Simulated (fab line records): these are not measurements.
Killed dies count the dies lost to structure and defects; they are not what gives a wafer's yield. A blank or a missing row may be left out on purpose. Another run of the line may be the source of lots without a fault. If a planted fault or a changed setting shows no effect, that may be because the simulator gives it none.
Split-lot experiment | flow rit_cmos | route with 202 steps; 5 lots, 23 wafers read

== ON THE SPLIT ==
At RIT_NWELL_COAT_01 (resist thk 1300 nm), the setting spin_rpm was moved away from the recipe's 2000 rpm on 10 of the 23 wafers read, by -6.2% to +6.9%. The other wafers ran this setting at the recipe's value.

== SPLIT TO READING: what lies between them in the file, 1 step ==
- RIT_NWELL_DEVELOP_05: develop time 68 s (also split here: develop_time_s)

== THE READING ==
NOVOLAK_of_NWELL_COAT_01.thk_nm (the simulator's own value, which no gauge read), in nm, at RIT_NWELL_HARDBAKE_07 (time 120 s). No usual value for it is given in the file. Average 1136 nm, standard deviation 2.5 nm, over the 13 wafers here run with the recipe.

wafer  | tool, chamber at the split | spin_rpm as run, rpm | against the recipe | NOVOLAK_of_NWELL_COAT_01.thk_nm, nm | against lot-mates on the recipe
L074.1 | litho_track-04, 0          | 2000                 | recipe             | 1135                                | -
L074.2 | litho_track-04, 0          | 1923                 | -3.8%              | 1159                                | +22
L074.3 | litho_track-04, 0          | 1923                 | -3.8%              | 1158                                | +22
L074.4 | litho_track-04, 0          | 1923                 | -3.8%              | 1157                                | +20
L074.5 | litho_track-04, 0          | 2000                 | recipe             | 1138                                | -
L075.1 | litho_track-01, 0          | 2000                 | recipe             | 1141                                | -
L075.2 | litho_track-01, 0          | 2000                 | recipe             | 1140                                | -
L075.3 | litho_track-01, 0          | 2138                 | +6.9%              | 1102                                | -38
L075.4 | litho_track-01, 0          | 2138                 | +6.9%              | 1103                                | -38
L075.5 | litho_track-01, 0          | 2138                 | +6.9%              | 1101                                | -40
L078.1 | litho_track-01, 0          | 2000                 | recipe             | 1135                                | -
L078.4 | litho_track-01, 0          | 2000                 | recipe             | 1140                                | -
L078.6 | litho_track-01, 0          | 2000                 | recipe             | 1137                                | -
L083.1 | litho_track-04, 0          | 2000                 | recipe             | 1136                                | -
L083.5 | litho_track-04, 0          | 2000                 | recipe             | 1136                                | -
L083.3 | litho_track-04, 0          | 2000                 | recipe             | 1134                                | -
L083.4 | litho_track-04, 0          | 1892                 | -5.4%              | 1169                                | +34
L083.6 | litho_track-04, 0          | 1892                 | -5.4%              | 1166                                | +31
L085.1 | litho_track-03, 0          | 2000                 | recipe             | 1135                                | -
L085.2 | litho_track-03, 0          | 1875                 | -6.2%              | 1172                                | +38
L085.4 | litho_track-03, 0          | 2000                 | recipe             | 1134                                | -
L085.5 | litho_track-03, 0          | 2000                 | recipe             | 1133                                | -
L085.6 | litho_track-03, 0          | 1875                 | -6.2%              | 1168                                | +34

FIT RESULTS
A straight line over all 23 wafers: NOVOLAK_of_NWELL_COAT_01.thk_nm changes by -5.27 nm for each +1% of spin_rpm; r = -0.99; the points scatter about the line by 2.3 nm.
The same after taking each lot's own level away (the mean of its wafers on the recipe; 23 wafers): -5.68 nm for each +1%; r = -1.00; scatter 1.5 nm.
The reading moves by 39 nm for the largest change in spin_rpm, on that fit.
The lots' own levels span 1134.0 to 1140.5 nm, that is 2.6 times the standard deviation above.
Hence the lot-to-lot level has little effect on the slope; both slopes agree.
Check: with one of the wafers moved furthest among these (+6.9%) left out of the fit, the line predicts -39.1 nm for it against its lot-mates. Against them it came out at -38.5 nm.

== FURTHER SPLITS ON THESE WAFERS ==
Note: prior to the reading, these wafers also went through further splits. Each is held against what the fit with the lots' levels taken away leaves over:
other split on the same wafers      | wafers away from the commonest value | r with NOVOLAK_of_NWELL_COAT_01.thk_nm (lot level and that fit taken away)
RIT_ACTIVE_COAT_06 resist_thk_nm    | 11                                   | -0.01
RIT_ACTIVE_STRIP_14 pressure_mtorr  | 15                                   | -0.08
RIT_FOX1_OXIDATION_00 temp_c        | 15                                   | +0.20
RIT_NWELL_DEVELOP_05 develop_time_s | 8                                    | +0.18

== THE WHOLE CHAIN: every reading that the file lists as answering this split, in the file's order ==
step                  | what it does       | reading                                                                          | change (the file's fit)              | r (the file's)
RIT_NWELL_COAT_01     | resist thk 1300 nm | NOVOLAK_of_NWELL_COAT_01.thk_nm (the simulator's own value, which no gauge read) | -6.58 nm for each +1% of the setting | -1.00
RIT_NWELL_HARDBAKE_07 | time 120 s         | NOVOLAK_of_NWELL_COAT_01.thk_nm (the simulator's own value, which no gauge read) | -5.67 nm for each +1% of the setting | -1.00

== FILE'S OWN FIT ==
NOVOLAK_of_NWELL_COAT_01.thk_nm changes by -5.67 nm for each +1% of spin_rpm, r = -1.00.
